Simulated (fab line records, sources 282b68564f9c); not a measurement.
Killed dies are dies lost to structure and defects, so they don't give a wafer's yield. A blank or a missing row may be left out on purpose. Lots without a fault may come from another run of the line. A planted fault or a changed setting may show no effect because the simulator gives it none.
A struck lot beside a sound one | flow rit_cmos | 15 steps out of a route of 202
Sound: wafers L808.2, L808.3, L808.4. Struck: wafers L819.3, L819.4, L819.6. The cause comes at the end.
At each step with rows: each side's tool, then ch and its chambers, then its first start. Under that, the readings that differ: sound wafers | struck wafers | difference of the means | sigmas: that difference in standard deviations of wafers without a fault.
alike: readings whose means differ by less than 2 such deviations, and words and numbers that are the same on both sides. not compared: withheld readings, readings that some wafer has no value for, bounds like >300 that may hide the same value, and numbers for which the record gives no deviation and whose values overlap.
The two part at a step that has a row with sigmas, a row that says differs or no value, or rows on one side only. Numbers that don't overlap but have no deviation are shown without sigmas and don't part them. A reading that every wafer of one side lacks parts them only if that side has two wafers or more.

first, 6 steps without rows for these wafers: RIT_PRETRO_HMDS_00 (prime time 60 s); RIT_PRETRO_COAT_01 (resist thk 1300 nm); RIT_PRETRO_SOFTBAKE_02 (time 60 s); RIT_PRETRO_EXPOSE_03 (exposes mask M5, target cd 43700 nm); RIT_PRETRO_PEB_04; RIT_PRETRO_DEVELOP_05 (develop time 68 s).
RIT_PRETRO_OVL_MEAS_06:
  sound on overlay-01, day 3 14:19; struck on overlay-02, day 5 21:38
  alike: PRETRO_OVL
then, 2 steps without rows for these wafers: RIT_PRETRO_HARDBAKE_07 (time 120 s); RIT_PRETRO_IMPLANT_08.
RIT_PRETRO_STRIP_09: strips in O2, time 180 s.
  sound on plasma_asher-02 ch 0,1, day 3 14:44; struck on plasma_asher-02 ch 0,1, day 5 22:07
  alike: drypump_motor_current_A, rf_refl_power_W
  not compared: rf_hours_counter_h
RIT_PRETRO_TW_MEAS_10:
  sound on film_metro-02, day 3 14:55; struck on film_metro-03, day 5 22:15
  alike: PRETRO_TW
then, 1 step without rows for these wafers: RIT_GATE_WET_ETCH_00 (etches SiO2 in BOE, target depth 56 nm, time 60 s).
RIT_GATE_CLEAN_01: cleans in SC1, time 600 s.
  sound on wet_bench-01 ch 0, day 3 15:01; struck on wet_bench-03 ch 3, day 5 22:19
  reading          | sound       | struck      | difference | sigmas
  run_length_s (s) | 624 624 624 | 664 664 664 | +40        | +10
then, 1 step without rows for these wafers: RIT_GATE_CLEAN_02 (cleans in dHF, time 30 s).
RIT_M1_PROBE_99:
  sound on prober-01, day 4 17:02; struck on prober-02, day 7 00:11
  alike: killed_at_contacts, killed_at_front_end, killed_dies, killed_open, killed_short

WHERE THEY PART
Only at RIT_GATE_CLEAN_01, within this record. Later steps at which nothing parts them and some readings are alike: RIT_M1_PROBE_99.

WHY: what the simulator had put in
Process parameter drift: wet_bench-03, from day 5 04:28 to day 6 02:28, at RIT_GATE_CLEAN_01. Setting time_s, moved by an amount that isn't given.
